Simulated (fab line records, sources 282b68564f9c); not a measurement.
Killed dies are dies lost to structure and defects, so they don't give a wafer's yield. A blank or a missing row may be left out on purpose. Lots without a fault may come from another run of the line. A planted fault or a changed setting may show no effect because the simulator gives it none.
Which tool did it? | flow rit_cmos | 16 lots, 48 wafers sampled, at 5 steps of a route of 202

WHAT THE GAUGES READ, wafer by wafer
RIT_PLDD_OVL_MEAS_06. Usual: PLDD_OVL 0.3 nm, standard deviation 1.2.
lot  | measured    | on         | PLDD_OVL (nm)  | flag
L385 | day 2 21:10 | overlay-01 | -0.4 0.5 -0.4  |
L386 | day 3 01:14 | overlay-02 | 2.6 2.4 1.3    |
L387 | day 3 09:59 | overlay-01 | 1.9 1.4 1.5    |
L388 | day 3 14:17 | overlay-01 | 0.2 -0.9 0.4   |
L389 | day 3 17:23 | overlay-02 | -0.4 -1.8 -2.4 |
L390 | day 4 00:35 | overlay-01 | 1.8 -0.9 1.2   |
L391 | day 4 03:02 | overlay-02 | 0.9 -0.9 -1.8  |
L392 | day 4 07:43 | overlay-02 | -0.3 -0.2 -0.9 |
L393 | day 4 12:56 | overlay-01 | -0.5 -0.8 -1.3 |
L394 | day 4 18:46 | overlay-01 | -0.4 -1.3 -2.6 |
L395 | day 4 21:55 | overlay-01 | 1.5 0.7 0.8    |
L396 | day 5 06:41 | overlay-01 | 0.4 1.3 -0.4   |
L397 | day 5 09:53 | overlay-02 | 0.3 -0.7 -0.2  |
L398 | day 5 18:05 | overlay-02 | -0.5 1.0 1.2   |
L404 | day 6 20:12 | overlay-02 | 0.0 -1.5 0.3   |
L406 | day 7 09:13 | overlay-01 | 2.9 2.3 1.8    |

RIT_NSD_OVL_MEAS_06. Usual: NSD_OVL 0.0 nm, standard deviation 1.1.
lot  | measured    | on         | NSD_OVL (nm)         | flag
L385 | day 3 01:04 | overlay-01 | 0.2 1.0 1.2          |
L386 | day 3 05:33 | overlay-01 | -0.9 -1.2 -1.5       |
L387 | day 3 13:58 | overlay-02 | 0.3 -0.2 0.1         |
L388 | day 3 18:54 | overlay-02 | 1.5 1.2 -0.2         |
L389 | day 3 21:26 | overlay-01 | -0.3 0.7 -0.3        |
L390 | day 4 04:30 | overlay-02 | 0.3 -0.8 -0.7        |
L391 | day 4 07:05 | overlay-02 | 2.2 2.3 1.3          |
L392 | day 4 11:46 | overlay-01 | 3638.6 3638.0 3639.1 | OFF
L393 | day 4 16:52 | overlay-01 | 3637.0 3636.8 3638.3 | OFF
L394 | day 4 22:41 | overlay-02 | 3636.7 3636.7 3637.1 | OFF
L395 | day 5 01:51 | overlay-01 | 3637.0 3638.5 3636.9 | OFF
L396 | day 5 10:45 | overlay-02 | 1.0 -0.2 -1.0        |
L397 | day 5 14:10 | overlay-01 | -0.4 1.0 0.8         |
L398 | day 5 22:04 | overlay-01 | 0.4 0.2 1.0          |
L404 | day 7 00:21 | overlay-01 | 1.1 1.7 1.0          |
L406 | day 7 13:16 | overlay-02 | -1.1 1.0 0.3         |

RIT_M1_CD_MEAS_90: target cd 2600 nm. Usual: cd_nm 2599 nm, standard deviation 3.3.
lot  | measured    | on        | cd_nm (nm)     | flag
L385 | day 3 09:19 | cd_sem-01 | 2600 2601 2598 |
L386 | day 3 13:57 | cd_sem-01 | 2600 2600 2598 |
L387 | day 3 22:05 | cd_sem-01 | 2599 2607 2599 |
L388 | day 4 02:59 | cd_sem-01 | 2596 2594 2595 |
L389 | day 4 05:22 | cd_sem-01 | 2598 2596 2598 |
L390 | day 4 12:50 | cd_sem-01 | 2600 2604 2599 |
L391 | day 4 15:21 | cd_sem-01 | 2596 2603 2596 |
L392 | day 4 20:15 | cd_sem-01 | 2598 2597 2598 |
L394 | day 5 07:17 | cd_sem-01 | 2600 2599 2603 |
L396 | day 5 19:24 | cd_sem-01 | 2600 2602 2603 |
L397 | day 5 22:31 | cd_sem-01 | 2602 2599 2600 |
L398 | day 6 06:19 | cd_sem-02 | 2596 2598 2598 |
L404 | day 7 08:39 | cd_sem-01 | 2604 2600 2605 |
L406 | day 7 21:32 | cd_sem-01 | 2601 2604 2599 |

WHICH TOOL RAN EACH LOT (tool, then ch and the chambers of the sampled wafers, then the start)
lot  | RIT_NSD_EXPOSE_03                  | RIT_M1_STRIP_14
L385 | iline_stepper-02 ch 0, day 3 00:41 | plasma_asher-01 ch 0,1, day 3 09:07
L386 | iline_stepper-01 ch 0, day 3 05:11 | plasma_asher-02 ch 0,1, day 3 13:47
L387 | iline_stepper-01 ch 0, day 3 13:34 | plasma_asher-01 ch 0,1, day 3 21:53
L388 | iline_stepper-02 ch 0, day 3 18:30 | plasma_asher-04 ch 1, day 4 02:48
L389 | iline_stepper-01 ch 0, day 3 21:02 | plasma_asher-01 ch 0,1, day 4 05:12
L390 | iline_stepper-01 ch 0, day 4 04:07 | plasma_asher-02 ch 0,1, day 4 12:38
L391 | iline_stepper-02 ch 0, day 4 06:42 | plasma_asher-04 ch 0,1, day 4 15:10
L392 | iline_stepper-01 ch 0, day 4 11:23 | plasma_asher-01 ch 0,1, day 4 20:05
L393 | iline_stepper-01 ch 0, day 4 16:29 | -
L394 | iline_stepper-01 ch 0, day 4 22:19 | plasma_asher-01 ch 0,1, day 5 07:07
L395 | iline_stepper-01 ch 0, day 5 01:29 | -
L396 | iline_stepper-02 ch 0, day 5 10:21 | plasma_asher-01 ch 0,1, day 5 19:13
L397 | iline_stepper-02 ch 0, day 5 13:46 | plasma_asher-02 ch 0,1, day 5 22:20
L398 | iline_stepper-02 ch 0, day 5 21:41 | plasma_asher-01 ch 0,1, day 6 06:07
L404 | iline_stepper-02 ch 0, day 6 23:57 | plasma_asher-04 ch 0,1, day 7 08:29
L406 | iline_stepper-02 ch 0, day 7 12:52 | plasma_asher-04 ch 0,1, day 7 21:22
- RIT_NSD_EXPOSE_03: exposes mask M9, target cd 40700 nm.
- RIT_M1_STRIP_14: strips in O2, time 180 s.

WHAT THE TOOLS THEMSELVES READ (means of the sampled wafers that have a number; where no wafer has one, the mark that the record gives instead)
RIT_NSD_EXPOSE_03. Usual: focus_offset_nm 0.0 nm, standard deviation 0.52.
lot  | tool             | focus_offset_nm (nm) | flag
L385 | iline_stepper-02 | -0.2                 |
L386 | iline_stepper-01 | -0.1                 |
L387 | iline_stepper-01 | 0.2                  |
L388 | iline_stepper-02 | -0.2                 |
L389 | iline_stepper-01 | -0.3                 |
L390 | iline_stepper-01 | -0.1                 |
L391 | iline_stepper-02 | -0.2                 |
L392 | iline_stepper-01 | -0.2                 |
L393 | iline_stepper-01 | -0.6                 |
L394 | iline_stepper-01 | -0.4                 |
L395 | iline_stepper-01 | 0.5                  |
L396 | iline_stepper-02 | 0.4                  |
L397 | iline_stepper-02 | 0.0                  |
L398 | iline_stepper-02 | 0.7                  |
L404 | iline_stepper-02 | -0.0                 |
L406 | iline_stepper-02 | -0.1                 |

RIT_M1_STRIP_14. Usual: drypump_motor_current_A 5.9 A, standard deviation 0.59.
lot  | tool            | drypump_motor_current_A (A) | flag
L385 | plasma_asher-01 | 6.2                         |
L386 | plasma_asher-02 | 5.8                         |
L387 | plasma_asher-01 | 6.4                         |
L388 | plasma_asher-04 | 5.2                         |
L389 | plasma_asher-01 | 6.2                         |
L390 | plasma_asher-02 | 5.8                         |
L391 | plasma_asher-04 | 5.7                         |
L392 | plasma_asher-01 | 6.4                         |
L394 | plasma_asher-01 | 6.4                         |
L396 | plasma_asher-01 | 6.4                         |
L397 | plasma_asher-02 | 5.8                         |
L398 | plasma_asher-01 | 6.4                         |
L404 | plasma_asher-04 | 5.5                         |
L406 | plasma_asher-04 | 5.4                         |

THE ANSWER, worked out from the rows above alone
Rule: a lot is off if the mean of its wafers that have a number lies more than 3 standard deviations from the usual mean. A lot without any number at a reading at which 4 lots or more have one is off too. The other lots that the step has rows for count as sound. The gauges are gone through in route order, then the tools' own readings, and for those a lot's mean is taken as printed above. The first step at which some lot is off is used, and at that step the reading that is off furthest; a lot without a number counts as furthest.
Off: L392, L393, L394, L395, at RIT_NSD_OVL_MEAS_06 (NSD_OVL).
A tool fits if, at a process step before that reading, it ran every lot that is off, and no sound lot after the first of them. The gauges at RIT_NSD_OVL_MEAS_06 are tried like those tools. One fits: iline_stepper-01 at RIT_NSD_EXPOSE_03. Its last sound lot is L390 (day 4 04:07), its first lot that is off L392 (day 4 11:23): a fault that began between those two fits.

WHAT THE SIMULATOR HAD PUT IN
Scanner matching overlay: iline_stepper-01, from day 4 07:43 on, at RIT_NSD_EXPOSE_03. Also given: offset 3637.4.
Lots struck among those shown: L392, L393, L394, L395. The rule above found the same.
